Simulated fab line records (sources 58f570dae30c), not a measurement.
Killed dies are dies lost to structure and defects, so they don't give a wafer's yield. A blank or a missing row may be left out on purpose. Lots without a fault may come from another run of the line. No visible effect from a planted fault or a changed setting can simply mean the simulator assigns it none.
One fault through the eyes of 2 desks | flow berkeley_cmos170 | every desk sees just its own numbers, and what lay behind them comes last

## THE METROLOGY DESK
What the gauges read, lot by lot, whatever tool the lot ran on: means of the sampled wafers that have a number. A lot is out of limits, marked OUT, if its mean lies more than 4 standard deviations from the usual mean; the brackets give that distance.
Columns: A = V2_OVL at UCB170_V2_OVL_MEAS_13, usual 1 nm
lot  | first seen here | A
L382 | day 9 05:50     | -2
L381 | day 9 07:13     | -4
L383 | day 9 08:35     | -1
L380 | day 9 09:11     | -2
L384 | day 10 03:56    | -1
L385 | day 10 06:43    | 9
L387 | day 10 21:02    | -5
L388 | day 10 21:16    | 2
L394 | day 12 11:57    | -9
L397 | day 13 07:44    | 1
L401 | day 13 16:26    | 10
L399 | day 13 18:35    | -2
L403 | day 13 21:41    | -2
L400 | day 13 22:09    | 3
This desk found nothing out of limits on any of the 14 lots.

## TOOL OWNER'S DESK, plasma_asher-02
The tool's own readings at UCB170_BACKSIDE_STRIP_03 (strips in O2): means of the sampled wafers that have a number, for each lot that ran on this tool. A lot is out of limits, marked OUT, if its mean lies more than 4 standard deviations from the usual mean; the brackets give that distance.
Columns: A = drypump_motor_current_A at UCB170_BACKSIDE_STRIP_03, usual 5.8 A; B = oes_product_au at UCB170_BACKSIDE_STRIP_03, usual 0.735 a.u.; C = strip_time_to_endpoint_s at UCB170_BACKSIDE_STRIP_03, usual 22.00 s
lot  | first seen here | A   | B     | C
L382 | day 8 13:30     | 5.2 | 0.739 | 22.03
L385 | day 9 11:32     | 5.2 | 0.737 | 22.07
L388 | day 9 22:17     | 4.9 | 0.740 | 22.01
L394 | day 11 16:46    | 5.9 | 0.731 | 21.99
L397 | day 12 07:43    | 5.2 | 0.736 | 21.91
This desk found nothing out of limits on any of the 5 lots.

## PUT TOGETHER
Nothing out of limits was seen by the metrology desk.
Nothing out of limits was seen by the tool owner's desk.

## WHAT THE SIMULATOR HAD INSERTED
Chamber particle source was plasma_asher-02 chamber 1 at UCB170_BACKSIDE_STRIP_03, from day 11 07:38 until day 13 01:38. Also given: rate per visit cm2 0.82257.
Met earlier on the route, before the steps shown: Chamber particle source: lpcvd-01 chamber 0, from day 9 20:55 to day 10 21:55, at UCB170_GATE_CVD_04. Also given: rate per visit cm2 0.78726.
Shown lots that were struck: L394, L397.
